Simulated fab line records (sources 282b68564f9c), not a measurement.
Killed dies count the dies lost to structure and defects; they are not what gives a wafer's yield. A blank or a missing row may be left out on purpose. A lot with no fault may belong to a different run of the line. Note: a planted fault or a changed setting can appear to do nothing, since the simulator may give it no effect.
Check of tool commonality || flow rit-cmos || 13 lots and 39 wafers in the sample

REASON IT WAS OPENED
Of 13 lots, 2 have the reading M1_AL_RS flagged at RIT_M1_RS_MEAS_01. Wafers without a fault read 0.0733 ohm/sq, standard deviation 0.0008.
Rule: a lot gets a flag if all its wafers with a number sit over 4 standard deviations from that mean, or if no wafer of it has a number. All remaining lots are regarded as sound.

{"lot": "L347", "measured": "day 3 05:56", "on": "film-metro-02", "M1_AL_RS (ohm/sq), wafer by wafer": "0.0732 0.0732 0.0726", "flag": ""}
{"lot": "L348", "measured": "day 3 15:07", "on": "film-metro-02", "M1_AL_RS (ohm/sq), wafer by wafer": "0.0730 0.0720 0.0719", "flag": ""}
{"lot": "L350", "measured": "day 3 23:25", "on": "film-metro-03", "M1_AL_RS (ohm/sq), wafer by wafer": "0.0735 0.0732 0.0733", "flag": ""}
{"lot": "L351", "measured": "day 4 03:06", "on": "film-metro-02", "M1_AL_RS (ohm/sq), wafer by wafer": "0.0714 0.0717 0.0721", "flag": ""}
{"lot": "L352", "measured": "day 4 10:55", "on": "film-metro-03", "M1_AL_RS (ohm/sq), wafer by wafer": "0.0744 0.0739 0.0746", "flag": ""}
{"lot": "L353", "measured": "day 4 15:47", "on": "film-metro-03", "M1_AL_RS (ohm/sq), wafer by wafer": "0.0733 0.0737 0.0734", "flag": ""}
{"lot": "L354", "measured": "day 4 17:44", "on": "film-metro-01", "M1_AL_RS (ohm/sq), wafer by wafer": "0.0739 0.0744 0.0745", "flag": ""}
{"lot": "L355", "measured": "day 4 22:50", "on": "film-metro-03", "M1_AL_RS (ohm/sq), wafer by wafer": "0.0726 0.0730 0.0735", "flag": ""}
{"lot": "L358", "measured": "day 5 12:53", "on": "film-metro-03", "M1_AL_RS (ohm/sq), wafer by wafer": "0.0559 0.0561 0.0560", "flag": "FLAGGED"}
{"lot": "L360", "measured": "day 5 23:11", "on": "film-metro-03", "M1_AL_RS (ohm/sq), wafer by wafer": "0.0563 0.0556 0.0560", "flag": "FLAGGED"}
{"lot": "L367", "measured": "day 7 10:18", "on": "film-metro-02", "M1_AL_RS (ohm/sq), wafer by wafer": "0.0737 0.0736 0.0742", "flag": ""}
{"lot": "L369", "measured": "day 7 19:32", "on": "film-metro-03", "M1_AL_RS (ohm/sq), wafer by wafer": "0.0726 0.0734 0.0739", "flag": ""}
{"lot": "L370", "measured": "day 8 01:02", "on": "film-metro-02", "M1_AL_RS (ohm/sq), wafer by wafer": "0.0727 0.0733 0.0733", "flag": ""}
On average the flagged lots' numbers are 0.0560 ohm/sq, which is -0.0173 ohm/sq against the usual, or -22 standard deviations.

EACH LOT AND THE TOOL IT RAN ON
Before the reading, the record contains 2 process steps out of a 202-step route. In each cell: the tool, then ch and the chambers that the sampled wafers went through, then the start.
{"lot": "L347", "flag": "", "RIT_NSD_STRIP_09": "plasma-asher-02 ch 0,1, day 3 00:18", "RIT_M1_SPUTTER_00": "pvd-sputter-02, day 3 05:39"}
{"lot": "L348", "flag": "", "RIT_NSD_STRIP_09": "plasma-asher-02 ch 0,1, day 3 09:19", "RIT_M1_SPUTTER_00": "pvd-sputter-01, day 3 14:48"}
{"lot": "L350", "flag": "", "RIT_NSD_STRIP_09": "plasma-asher-02 ch 0,1, day 3 17:19", "RIT_M1_SPUTTER_00": "pvd-sputter-04, day 3 23:05"}
{"lot": "L351", "flag": "", "RIT_NSD_STRIP_09": "plasma-asher-01 ch 0,1, day 3 21:24", "RIT_M1_SPUTTER_00": "pvd-sputter-01, day 4 02:49"}
{"lot": "L352", "flag": "", "RIT_NSD_STRIP_09": "plasma-asher-03 ch 0,1, day 4 05:14", "RIT_M1_SPUTTER_00": "pvd-sputter-04, day 4 10:37"}
{"lot": "L353", "flag": "", "RIT_NSD_STRIP_09": "plasma-asher-01 ch 0,1, day 4 09:46", "RIT_M1_SPUTTER_00": "pvd-sputter-01, day 4 15:29"}
{"lot": "L354", "flag": "", "RIT_NSD_STRIP_09": "plasma-asher-03 ch 0,1, day 4 11:57", "RIT_M1_SPUTTER_00": "pvd-sputter-04, day 4 17:27"}
{"lot": "L355", "flag": "", "RIT_NSD_STRIP_09": "plasma-asher-01 ch 0,1, day 4 16:55", "RIT_M1_SPUTTER_00": "pvd-sputter-01, day 4 22:32"}
{"lot": "L358", "flag": "FLAGGED", "RIT_NSD_STRIP_09": "plasma-asher-02 ch 0, day 5 07:00", "RIT_M1_SPUTTER_00": "pvd-sputter-04, day 5 12:36"}
{"lot": "L360", "flag": "FLAGGED", "RIT_NSD_STRIP_09": "plasma-asher-01 ch 0,1, day 5 17:34", "RIT_M1_SPUTTER_00": "pvd-sputter-04, day 5 22:52"}
{"lot": "L367", "flag": "", "RIT_NSD_STRIP_09": "plasma-asher-02 ch 0,1, day 7 04:26", "RIT_M1_SPUTTER_00": "pvd-sputter-01, day 7 09:58"}
{"lot": "L369", "flag": "", "RIT_NSD_STRIP_09": "plasma-asher-02 ch 0,1, day 7 13:45", "RIT_M1_SPUTTER_00": "pvd-sputter-01, day 7 19:14"}
{"lot": "L370", "flag": "", "RIT_NSD_STRIP_09": "plasma-asher-03 ch 0,1, day 7 19:23", "RIT_M1_SPUTTER_00": "pvd-sputter-01, day 8 00:44"}
These steps, and what they do:
- RIT_NSD_STRIP_09: strips in O2, time 180 s.
- RIT_M1_SPUTTER_00: material Al, target thk 400 nm, time 500 s.
- RIT_M1_RS_MEAS_01: measures by four-point-probe.

FLAGGED OVER TOTAL, TOOL BY TOOL (the gauges that took the reading come last)
{"step": "RIT_NSD_STRIP_09", "tool": "plasma-asher-01", "lots run": 4, "flagged": 1, "share of the flagged lots": "some", "sound lots run after its first flagged lot": 0}
{"step": "RIT_NSD_STRIP_09", "tool": "plasma-asher-02", "lots run": 6, "flagged": 1, "share of the flagged lots": "some", "sound lots run after its first flagged lot": "2 (L367,L369)"}
{"step": "RIT_NSD_STRIP_09", "tool": "plasma-asher-03", "lots run": 3, "flagged": 0, "share of the flagged lots": "none", "sound lots run after its first flagged lot": "-"}
{"step": "RIT_M1_SPUTTER_00", "tool": "pvd-sputter-01", "lots run": 7, "flagged": 0, "share of the flagged lots": "none", "sound lots run after its first flagged lot": "-"}
{"step": "RIT_M1_SPUTTER_00", "tool": "pvd-sputter-02", "lots run": 1, "flagged": 0, "share of the flagged lots": "none", "sound lots run after its first flagged lot": "-"}
{"step": "RIT_M1_SPUTTER_00", "tool": "pvd-sputter-04", "lots run": 5, "flagged": 2, "share of the flagged lots": "all", "sound lots run after its first flagged lot": 0}
{"step": "RIT_M1_RS_MEAS_01", "tool": "film-metro-01", "lots run": 1, "flagged": 0, "share of the flagged lots": "none", "sound lots run after its first flagged lot": "-"}
{"step": "RIT_M1_RS_MEAS_01", "tool": "film-metro-02", "lots run": 5, "flagged": 0, "share of the flagged lots": "none", "sound lots run after its first flagged lot": "-"}
{"step": "RIT_M1_RS_MEAS_01", "tool": "film-metro-03", "lots run": 7, "flagged": 2, "share of the flagged lots": "all", "sound lots run after its first flagged lot": "1 (L369)"}

THE TABLE: WHAT IT ALLOWS
pvd-sputter-04 at RIT_M1_SPUTTER_00 and film-metro-03 at RIT_M1_RS_MEAS_01 are the 2 rows of the table that ran each flagged lot.
- pvd-sputter-04 at RIT_M1_SPUTTER_00: 2 of its 5 lots flagged. Its last sound lot is L354 (day 4 17:27), its first flagged lot L358 (day 5 12:36): a fault that began between those two fits.
- film-metro-03 at RIT_M1_RS_MEAS_01: 2 of its 7 lots flagged. After the first flagged lot (L369), sound lots still ran on it; a lasting fault on the whole tool would not permit that.
pvd-sputter-04 at RIT_M1_SPUTTER_00 is the single tool remaining.

WHAT HAD BEEN PUT IN BY THE SIMULATOR
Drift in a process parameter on pvd-sputter-04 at RIT_M1_SPUTTER_00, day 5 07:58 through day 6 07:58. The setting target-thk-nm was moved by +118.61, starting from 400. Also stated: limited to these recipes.
Struck lots among those shown: L358, L360. The rule above reached the same finding.
